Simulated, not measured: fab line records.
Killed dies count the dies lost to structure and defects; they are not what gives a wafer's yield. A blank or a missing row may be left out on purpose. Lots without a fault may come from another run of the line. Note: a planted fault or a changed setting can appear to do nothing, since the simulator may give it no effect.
fab line records ; flow berkeley-cmos170 ; part 2 of 2: steps 29 to 39 of 39
[record] lots = 5; wafers = 15; last-day = 11
route steps=331 shown NWELL@31 PWELL@34 WELLDRIVE@55 ACTIVE@60
lots untouched by any fault: they come from a run of this same line in which no faults occurred
start-h: start of the lot's first displayed wafer, in hours after the record's first day ; wait-h: time in hours since the lot's previous step ; " unchanged from the row above ; L1.1+2: a single row standing in for several wafers ; - no value present, or no start provided ; * or withheld: withheld ; < > ~ a bound
route shown NAME@n: NAME is a module with steps in the file, n the number in the route of the first one ; usual: mean and standard deviation over wafers with no fault ; same: alike in all rows ; chamber/n: place in a boat ; sites: the reading at each site ; _std_site: standard deviation across them ; _edge_site: inner sites' mean taken away from outer sites' mean ; radius-mm: how far each site lies from the wafer's centre ; mask NAME#n: copy n ; behind: the most recent tool/chamber to have shaped the wafer ; hold: cause of the lot's hold/its duration in hours/its outcome ; device: the n, p or np transistor that did not switch ; end of line: the same wafers' tests at the end of the route ; where a step has no rows: the recipe by itself ; killed: not the wafer's yield, but the dies lost to structure and defects at the first sort ; map: per-die view of a wafer (x killed, . not killed, _ where there is no die)
set.NAME: the setting as run; set.NAME@STEP: as run at that earlier step ; model.NAME: the simulator's own value behind a step, which no gauge read
lots seen at some steps along the route; tables by step, rows by wafer
services: a tool's chamber out of use, with start hour (start-h, from the record's first day; less than 0 if before it), hours out, and reason
[[steps]]
[step UCB170_WELLDRIVE_WET_ETCH_04]
[recipe] chemistry = BOE; dilution = 5:1; target = SiO2; temp-c = 25; time-s = 120
[usual] temp-c = 24.98/0.12
lot.wafer;tool;chamber;start-h;wait-h;temp-c
L078.1;wet-bench-01;3;85.74;0.0;25.00
L078.2;wet-bench-01;3;85.74;0.0;25.03
L078.4;wet-bench-01;3;85.74;0.0;25.03
L085.1;wet-bench-01;0;122.46;0.0;24.91
L085.3;wet-bench-01;0;122.46;0.0;25.02
L085.6;wet-bench-01;0;122.46;0.0;24.96
L087.2;wet-bench-04;3;132.33;0.0;24.83
L087.3;wet-bench-04;3;132.33;0.0;24.89
L087.4;wet-bench-04;3;132.33;0.0;24.75
L088.1;wet-bench-04;0;132.33;0.0;24.99
L088.4;wet-bench-04;0;132.33;0.0;25.05
L088.5;wet-bench-04;0;132.33;0.0;24.95
L089.2;wet-bench-04;0;143.58;0.0;24.93
L089.5;wet-bench-04;0;143.58;0.0;25.00
L089.6;wet-bench-04;0;143.58;0.0;24.93
[step UCB170_ACTIVE_CLEAN_00]
[recipe] chemistry = SPM; temp-c = 120; time-s = 600
[usual] temp-c = 119.98/0.13
lot.wafer;tool;chamber;start-h;wait-h;temp-c
L078.1;wet-bench-01;3;85.79;0.0;119.94
L078.2;wet-bench-01;3;85.79;0.0;120.10
L078.4;wet-bench-01;3;85.79;0.0;120.20
L085.1;wet-bench-01;2;122.50;0.0;119.84
L085.3;wet-bench-01;2;122.50;0.0;119.85
L085.6;wet-bench-01;2;122.50;0.0;120.08
L087.2;wet-bench-03;1;132.37;0.0;120.07
L087.3;wet-bench-03;1;132.37;0.0;119.72
L087.4;wet-bench-03;1;132.37;0.0;120.05
L088.1;wet-bench-03;3;132.37;0.0;120.14
L088.4;wet-bench-03;3;132.37;0.0;119.88
L088.5;wet-bench-03;3;132.37;0.0;120.08
L089.2;wet-bench-04;1;143.62;0.0;119.86
L089.5;wet-bench-04;1;143.62;0.0;119.74
L089.6;wet-bench-04;1;143.62;0.0;120.15
[step UCB170_ACTIVE_CLEAN_01]
[recipe] chemistry = dHF; dilution = 25:1; time-s = 60
lot.wafer;tool;chamber;start-h;wait-h
L078.1+2+4;wet-bench-01;1;85.98;0.0
L085.1+3+6;wet-bench-01;0;122.67;0.0
L087.2+3+4;wet-bench-03;3;132.55;0.0
L088.1+4+5;wet-bench-03;3;132.55;0.0
L089.2+5+6;wet-bench-04;0;143.80;0.0
[step UCB170_ACTIVE_OXIDATION_02]
[recipe] temp-c = 1000; ambient = O2; target-thk-a = 264; ox-time-s = 1260
[usual] tube-center-temp-C = 1000/0.083
lot.wafer;tool;chamber;start-h;wait-h;tube-center-temp-C
L078.1;furnace-01;0;89.54;3.5;1000
L078.2;furnace-01;0;89.54;3.5;1000.1
L078.4;furnace-01;0;89.54;3.5;1000.1
L085.1;furnace-02;0;125.88;3.2;1000
L085.3;furnace-02;0;125.88;3.2;1000.1
L085.6;furnace-02;0;125.88;3.2;999.99
L087.2;furnace-03;0;135.62;3.1;1000
L087.3;furnace-03;0;135.62;3.1;1000.1
L087.4;furnace-03;0;135.62;3.1;1000
L088.1;furnace-03;0;135.62;3.1;1000
L088.4;furnace-03;0;135.62;3.1;999.95
L088.5;furnace-03;0;135.62;3.1;1000.1
L089.2;furnace-02;0;150.25;6.4;1000.1
L089.5;furnace-02;0;150.25;6.4;1000.2
L089.6;furnace-02;0;150.25;6.4;1000.1
[step UCB170_ACTIVE_THK_MEAS_03]
[recipe] reads = SiO2_of_ACTIVE_OXIDATION_02
[usual] ACTIVE_OXIDE_THK = 26.0/0.54
lot.wafer;tool;chamber;start-h;wait-h;ACTIVE_OXIDE_THK[nm]
L078.1;film-metro-02;-;90.89;0.0;26.3
L078.2;film-metro-02;-;90.89;0.0;26.6
L078.4;film-metro-02;-;90.89;0.0;26.3
L085.1;film-metro-03;-;127.29;0.1;25.5
L085.3;film-metro-03;-;127.29;0.1;25.4
L085.6;film-metro-03;-;127.29;0.1;25.5
L088.1;film-metro-02;-;136.97;0.0;26.0
L088.4;film-metro-02;-;136.97;0.0;26.0
L088.5;film-metro-02;-;136.97;0.0;26.2
L087.2;film-metro-03;-;136.98;0.0;26.1
L087.3;film-metro-03;-;136.98;0.0;26.7
L087.4;film-metro-03;-;136.98;0.0;26.3
L089.2;film-metro-03;-;151.61;0.0;26.3
L089.5;film-metro-03;-;151.61;0.0;26.2
L089.6;film-metro-03;-;151.61;0.0;26.1
[step UCB170_ACTIVE_ANNEAL_04]
[recipe] temp-c = 1000; time-s = 900; ambient = N2
[usual] tube-center-temp-C = 1000/0.1
lot.wafer;tool;chamber;start-h;wait-h;tube-center-temp-C
L078.1;furnace-02;0;92.85;1.9;999.87
L078.2;furnace-02;0;92.85;1.9;1000
L078.4;furnace-02;0;92.85;1.9;1000
L085.1;furnace-03;0;129.96;2.7;999.82
L085.3;furnace-03;0;129.96;2.7;1000.1
L085.6;furnace-03;0;129.96;2.7;1000.1
L087.2;furnace-01;0;140.82;3.8;999.92
L087.3;furnace-01;0;140.82;3.8;1000
L087.4;furnace-01;0;140.82;3.8;1000
L088.1;furnace-01;0;140.82;3.8;999.92
L088.4;furnace-01;0;140.82;3.8;1000
L088.5;furnace-01;0;140.82;3.8;1000
L089.2;furnace-02;0;155.76;4.1;999.99
L089.5;furnace-02;0;155.76;4.1;999.98
L089.6;furnace-02;0;155.76;4.1;999.98
[step UCB170_ACTIVE_CVD_05]
[recipe] material = Si3N4; target-thk-nm = 220; temp-c = 800; precursor = SiH2Cl2/NH3; time-s = 3300; pressure-mtorr = 200; sih2cl2-flow-sccm = 25; nh3-flow-sccm = 75
[usual] sih2cl2-flow-sccm = 25.01/0.078
lot.wafer;tool;chamber;start-h;wait-h;sih2cl2-flow-sccm
L078.1;lpcvd-02;0;95.04;0.9;25.08
L078.2;lpcvd-02;0;95.04;0.9;24.95
L078.4;lpcvd-02;0;95.04;0.9;25.10
L085.1;lpcvd-02;1;132.35;1.1;25.16
L085.3;lpcvd-02;1;132.35;1.1;24.99
L085.6;lpcvd-02;1;132.35;1.1;25.09
L087.2;lpcvd-02;1;142.07;0.0;24.93
L087.3;lpcvd-02;1;142.07;0.0;25.13
L087.4;lpcvd-02;1;142.07;0.0;24.93
L088.1;lpcvd-02;0;142.07;0.0;25.12
L088.4;lpcvd-02;0;142.07;0.0;24.98
L088.5;lpcvd-02;0;142.07;0.0;24.98
L089.2;lpcvd-01;1;157.01;0.0;25.05
L089.5;lpcvd-01;1;157.01;0.0;25.00
L089.6;lpcvd-01;1;157.01;0.0;25.11
[step UCB170_ACTIVE_THK_MEAS_06]
[recipe] reads = Si3N4_of_ACTIVE_CVD_05
[usual] ACTIVE_NITRIDE_THK = 220.0/2.2
lot.wafer;tool;chamber;start-h;wait-h;ACTIVE_NITRIDE_THK[nm]
L078.1;film-metro-02;-;96.96;0.0;222.1
L078.2;film-metro-02;-;96.96;0.0;225.0
L078.4;film-metro-02;-;96.96;0.0;221.4
L085.1;film-metro-01;-;134.29;0.0;220.6
L085.3;film-metro-01;-;134.29;0.0;221.1
L085.6;film-metro-01;-;134.29;0.0;220.4
L088.1;film-metro-02;-;143.99;0.0;219.4
L088.4;film-metro-02;-;143.99;0.0;218.3
L088.5;film-metro-02;-;143.99;0.0;218.4
L087.2;film-metro-03;-;144.00;0.0;221.2
L087.3;film-metro-03;-;144.00;0.0;219.7
L087.4;film-metro-03;-;144.00;0.0;219.4
L089.2;film-metro-03;-;158.94;0.0;222.1
L089.5;film-metro-03;-;158.94;0.0;221.6
L089.6;film-metro-03;-;158.94;0.0;222.8
[step UCB170_ACTIVE_HMDS_07]
[recipe] prime-time-s = 60; prime-temp-c = 100
[usual] prime-temp-c = 99.99/0.13
lot.wafer;tool;chamber;start-h;wait-h;prime-temp-c
L078.1;litho-track-02;0;97.46;0.5;100.12
L078.2;litho-track-02;0;97.46;0.5;99.99
L078.4;litho-track-02;0;97.46;0.5;100.02
L085.1;litho-track-04;0;134.77;0.5;99.97
L085.3;litho-track-04;0;134.77;0.5;100.21
L085.6;litho-track-04;0;134.77;0.5;100.07
L087.2;litho-track-02;0;144.12;0.1;100.01
L087.3;litho-track-02;0;144.12;0.1;99.95
L087.4;litho-track-02;0;144.12;0.1;99.80
L088.1;litho-track-01;0;144.23;0.2;99.93
L088.4;litho-track-01;0;144.23;0.2;99.91
L088.5;litho-track-01;0;144.23;0.2;99.88
L089.2;litho-track-01;0;159.02;0.1;100.07
L089.5;litho-track-01;0;159.02;0.1;99.98
L089.6;litho-track-01;0;159.02;0.1;99.86
[step UCB170_ACTIVE_COAT_08]
[recipe] resist = KrF; spin-rpm = 1500; resist-thk-nm = 900
[usual] dispense-pressure-kPa = 43.8/1.6
lot.wafer;tool;chamber;start-h;wait-h;dispense-pressure-kPa
L078.1;litho-track-02;0;97.61;0.1;42.7
L078.2;litho-track-02;0;97.61;0.1;42.6
L078.4;litho-track-02;0;97.61;0.1;42.7
L085.1;litho-track-04;0;134.92;0.1;42.7
L085.3;litho-track-04;0;134.92;0.1;42.7
L085.6;litho-track-04;0;134.92;0.1;42.7
L087.2;litho-track-02;0;144.27;0.1;42.7
L087.3;litho-track-02;0;144.27;0.1;42.7
L087.4;litho-track-02;0;144.27;0.1;42.7
L088.1;litho-track-01;0;144.38;0.1;46.2
L088.4;litho-track-01;0;144.38;0.1;46.2
L088.5;litho-track-01;0;144.38;0.1;46.2
L089.2;litho-track-01;0;159.17;0.1;46.1
L089.5;litho-track-01;0;159.17;0.1;46.1
L089.6;litho-track-01;0;159.17;0.1;46.1
[step UCB170_ACTIVE_SOFTBAKE_09]
[recipe] resist = KrF; temp-c = 130; time-s = 60
lot.wafer;tool;chamber;start-h;wait-h
L078.1+2+4;litho-track-02;0;97.76;0.1
L085.1+3+6;litho-track-04;0;135.07;0.1
L087.2+3+4;litho-track-02;0;144.42;0.1
L088.1+4+5;litho-track-01;0;144.53;0.1
L089.2+5+6;litho-track-01;0;159.32;0.1
[[services]]
tool;chamber;start-h;hours;kind
implanter-02;-;29.29;2.8;pm
plasma-asher-01;-;33.69;2.8;pm
implanter-04;-;36.78;4.2;repair
rie-diel-03;1;38.44;5.5;repair
lpcvd-02;-;47.59;6.0;pm
plasma-asher-01;-;48.20;0.6;repair
plasma-asher-04;-;55.84;4.3;pm
rie-diel-04;1;74.80;2.7;repair
rie-diel-04;2;91.93;2.9;repair
krf-scanner-01;-;93.52;4.0;pm
wet-bench-04;-;96.91;2.0;repair
krf-scanner-02;-;97.54;4.0;pm
implanter-02;-;101.45;10.7;repair
krf-scanner-02;-;104.14;0.1;repair
plasma-asher-04;-;108.75;9.0;pm
krf-scanner-01;-;112.49;0.8;pm
rie-diel-04;3;121.91;8.7;repair
furnace-01;-;124.37;4.8;pm
lpcvd-02;-;129.47;0.8;repair
furnace-04;-;131.21;52.4;pm
krf-scanner-02;-;134.80;1.3;pm
implanter-04;-;140.85;2.2;repair
krf-scanner-01;-;150.41;1.3;pm
krf-scanner-02;-;155.22;0.8;pm
